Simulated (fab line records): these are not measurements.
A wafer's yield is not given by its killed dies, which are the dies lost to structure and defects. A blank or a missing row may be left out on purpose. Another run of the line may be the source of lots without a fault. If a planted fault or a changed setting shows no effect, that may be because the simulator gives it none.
Matching of chambers + flow berkeley-cmos170 + UCB170_V2_CMP_02 on cmp-02 has 4 sister chambers
The step polishes SiO2. 14 wafers are shown with their chamber, then 7 later ones without.

## WAFERS WITH THEIR CHAMBER
| wafer  | chamber | motor-current-A (A) | slurry-filter-dp-kPa (kPa) |
|--------|---------|---------------------|----------------------------|
| L769.3 | 0       | 12.4                | 13.42                      |
| L769.4 | 2       | 14.7                | 13.40                      |
| L769.6 | 0       | 11.8                | 13.16                      |
| L772.1 | 0       | 12.4                | 13.64                      |
| L772.4 | 3       | 16.6                | 13.32                      |
| L772.6 | 2       | 15.8                | 13.66                      |
| L771.2 | 1       | 18.0                | 13.37                      |
| L771.5 | 1       | 18.8                | 13.45                      |
| L771.6 | 2       | 15.4                | 13.42                      |
| L775.1 | 2       | 15.3                | 13.75                      |
| L775.2 | 3       | 16.0                | 13.56                      |
| L775.3 | 0       | 12.1                | 13.79                      |
| L778.3 | 3       | 16.8                | 13.18                      |
| L778.4 | 0       | 12.5                | 13.55                      |

SIGNATURES (means of the wafers above)
| reading              | chamber 0 | chamber 1 | chamber 2 | chamber 3 | scatter within a chamber |
|----------------------|-----------|-----------|-----------|-----------|--------------------------|
| motor-current-A      | 12.240    | 18.400    | 15.300    | 16.467    | 0.402                    |
| slurry-filter-dp-kPa | 13.5120   | 13.4100   | 13.5575   | 13.3533   | 0.199                    |
Rule: for each reading, subtract the chamber's mean from the wafer's reading, divide by that reading's scatter and square the result; add these up over the readings and take the root, which gives the wafer's distance from the chamber. If the next closest chamber is less than 2 further off than the closest, the wafer can't be placed; otherwise it belongs to the closest. The scatter: take each reading less its chamber's mean, square it, sum over the shown wafers, divide by the number of wafers less the number of chambers, and take the root.

## WAFERS WITHOUT THEIR CHAMBER
| wafer  | motor-current-A (A) | slurry-filter-dp-kPa (kPa) |
|--------|---------------------|----------------------------|
| L778.6 | 16.4                | 13.53                      |
| L779.3 | 12.8                | 13.44                      |
| L779.4 | 18.2                | 13.57                      |
| L779.6 | 17.4                | 13.60                      |
| L786.1 | 17.6                | 13.61                      |
| L786.2 | 12.3                | 13.29                      |
| L786.3 | 15.5                | 13.63                      |

## THE CHAMBER EACH PASSED THROUGH
| wafer  | from the rows above     | in truth |
|--------|-------------------------|----------|
| L778.6 | can't be placed: 3 or 2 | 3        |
| L779.3 | 0                       | 0        |
| L779.4 | 1                       | 1        |
| L779.6 | can't be placed: 3 or 1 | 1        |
| L786.1 | can't be placed: 1 or 3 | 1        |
| L786.2 | 0                       | 0        |
| L786.3 | 2                       | 2        |
Placed correctly: 4 of 7. From these rows, 3 cannot be placed; in 3 the true chamber is one of the candidates. Wrongly placed: 0.
